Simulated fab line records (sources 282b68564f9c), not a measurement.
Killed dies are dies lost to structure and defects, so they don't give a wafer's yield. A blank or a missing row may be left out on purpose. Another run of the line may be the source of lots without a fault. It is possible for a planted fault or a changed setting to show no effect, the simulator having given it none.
Which tool was responsible? :: flow rit cmos :: 39 wafers from 13 lots sampled at 2 of the route's 202 steps

## WHAT THE GAUGES SHOWED, per wafer
RIT_ACTIVE_THK_MEAS_04. Usual: ACTIVE_NITRIDE_THK typically reads 150.4 nm, with standard deviation 1.4.
lot: L980
measured: day 1 19:38
on: film metro-03
ACTIVE_NITRIDE_THK (nm): 151.8 152.9 153.6
flag: 

lot: L981
measured: day 2 00:21
on: film metro-04
ACTIVE_NITRIDE_THK (nm): 150.9 152.0 150.3
flag: 

lot: L982
measured: day 2 06:18
on: film metro-03
ACTIVE_NITRIDE_THK (nm): 152.8 152.4 152.9
flag: 

lot: L983
measured: day 2 09:42
on: film metro-02
ACTIVE_NITRIDE_THK (nm): 149.9 148.6 149.7
flag: 

lot: L984
measured: day 2 18:13
on: film metro-03
ACTIVE_NITRIDE_THK (nm): 150.9 150.8 149.4
flag: 

lot: L985
measured: day 2 22:34
on: film metro-02
ACTIVE_NITRIDE_THK (nm): 150.8 150.4 150.4
flag: 

lot: L986
measured: day 3 00:35
on: film metro-03
ACTIVE_NITRIDE_THK (nm): 151.0 152.4 151.9
flag: 

lot: L987
measured: day 3 05:32
on: film metro-04
ACTIVE_NITRIDE_THK (nm): 150.1 150.1 150.2
flag: 

lot: L989
measured: day 3 15:49
on: film metro-02
ACTIVE_NITRIDE_THK (nm): 150.2 149.7 150.1
flag: 

lot: L992
measured: day 4 07:44
on: film metro-04
ACTIVE_NITRIDE_THK (nm): 159.3 162.9 179.2
flag: OFF

lot: L998
measured: day 5 15:05
on: film metro-04
ACTIVE_NITRIDE_THK (nm): 149.2 149.8 148.2
flag: 

lot: L100
measured: day 5 22:41
on: film metro-03
ACTIVE_NITRIDE_THK (nm): 148.7 148.1 148.1
flag: 

lot: L101
measured: day 6 04:29
on: film metro-02
ACTIVE_NITRIDE_THK (nm): 152.1 151.4 151.4
flag: 

## WHICH TOOL RAN EACH LOT (tool, then ch and the chambers of the sampled wafers, then the start)
lot: L980
RIT_ACTIVE_CVD_03: lpcvd-01 ch 0, day 1 18:13

lot: L981
RIT_ACTIVE_CVD_03: lpcvd-02 ch 1, day 1 22:56

lot: L982
RIT_ACTIVE_CVD_03: lpcvd-01 ch 0, day 2 04:53

lot: L983
RIT_ACTIVE_CVD_03: lpcvd-01 ch 1, day 2 08:16

lot: L984
RIT_ACTIVE_CVD_03: lpcvd-02 ch 1, day 2 16:49

lot: L985
RIT_ACTIVE_CVD_03: lpcvd-02 ch 1, day 2 21:09

lot: L986
RIT_ACTIVE_CVD_03: lpcvd-01 ch 0, day 2 23:10

lot: L987
RIT_ACTIVE_CVD_03: lpcvd-01 ch 1, day 3 04:07

lot: L989
RIT_ACTIVE_CVD_03: lpcvd-02 ch 0, day 3 14:22

lot: L992
RIT_ACTIVE_CVD_03: lpcvd-01 ch 1, day 4 06:18

lot: L998
RIT_ACTIVE_CVD_03: lpcvd-02 ch 0, day 5 13:41

lot: L100
RIT_ACTIVE_CVD_03: lpcvd-02 ch 1, day 5 21:16

lot: L101
RIT_ACTIVE_CVD_03: lpcvd-02 ch 0, day 6 03:04
- RIT_ACTIVE_CVD_03: deposits Si3N4 from SiH2Cl2/NH3, target thk 150 nm, time 1500 s.

## AS READ BY THE TOOLS THEMSELVES (means over the sampled wafers that have a number; for cases with no such wafer, the mark the record gives instead)
RIT_ACTIVE_CVD_03. Usual: spike tc centre C 812.6 C, standard deviation 1.4; zone power centre pct 34.4 %, standard deviation 2.9.
lot: L980
tool: lpcvd-01
spike tc centre C (C): 812.2
zone power centre pct (%): 32.1
flag: 

lot: L981
tool: lpcvd-02
spike tc centre C (C): 811.8
zone power centre pct (%): 31.1
flag: 

lot: L982
tool: lpcvd-01
spike tc centre C (C): 812.1
zone power centre pct (%): 32.1
flag: 

lot: L983
tool: lpcvd-01
spike tc centre C (C): 811.3
zone power centre pct (%): 36.9
flag: 

lot: L984
tool: lpcvd-02
spike tc centre C (C): 812.0
zone power centre pct (%): 31.2
flag: 

lot: L985
tool: lpcvd-02
spike tc centre C (C): 811.0
zone power centre pct (%): 31.1
flag: 

lot: L986
tool: lpcvd-01
spike tc centre C (C): 812.2
zone power centre pct (%): 32.0
flag: 

lot: L987
tool: lpcvd-01
spike tc centre C (C): 812.5
zone power centre pct (%): 36.9
flag: 

lot: L989
tool: lpcvd-02
spike tc centre C (C): 814.3
zone power centre pct (%): 37.3
flag: 

lot: L992
tool: lpcvd-01
spike tc centre C (C): 839.1
zone power centre pct (%): 46.9
flag: OFF

lot: L998
tool: lpcvd-02
spike tc centre C (C): 814.0
zone power centre pct (%): 37.6
flag: 

lot: L100
tool: lpcvd-02
spike tc centre C (C): 811.7
zone power centre pct (%): 30.8
flag: 

lot: L101
tool: lpcvd-02
spike tc centre C (C): 813.9
zone power centre pct (%): 37.3
flag: 

## THE ANSWER, worked out from the rows above alone
Rule: a lot counts as off when the mean over its wafers that have a number is more than 3 standard deviations away from the usual mean. Also off: a lot with no number at a reading for which 4 or more lots have one. Where the step has rows for the other lots, those lots are counted as sound. First the gauges in route order, then the tools' own readings, where a lot's mean is used as printed above. The first step at which some lot is off is used, and at that step the reading that is off furthest; a lot without a number counts as furthest.
Off: at RIT_ACTIVE_THK_MEAS_04 (ACTIVE_NITRIDE_THK), L992.
A tool fits if, at a process step before that reading, it ran every lot that is off, and no sound lot after the first of them. The gauges at RIT_ACTIVE_THK_MEAS_04 aren't tried: what is off there is off at RIT_ACTIVE_CVD_03 too, on other tools, and a gauge's error can't cause that. One fits: lpcvd-01 at RIT_ACTIVE_CVD_03. Its last sound lot is L987 (day 3 04:07), its first lot that is off L992 (day 4 06:18): a fault that began between those two fits.
The tool's own readings at RIT_ACTIVE_CVD_03 bear it out: on the lots that are off they differ by more than 5 times the standard deviation of the sound lots' means. spike tc centre C reads 839.1 C there against 812.4 C on the sound lots.

## WHAT HAD BEEN PUT IN BY THE SIMULATOR
lpcvd-01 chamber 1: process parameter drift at RIT_ACTIVE_CVD_03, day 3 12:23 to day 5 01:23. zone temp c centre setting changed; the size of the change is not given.
Struck lots among those shown: L992. The same result came from the rule above.
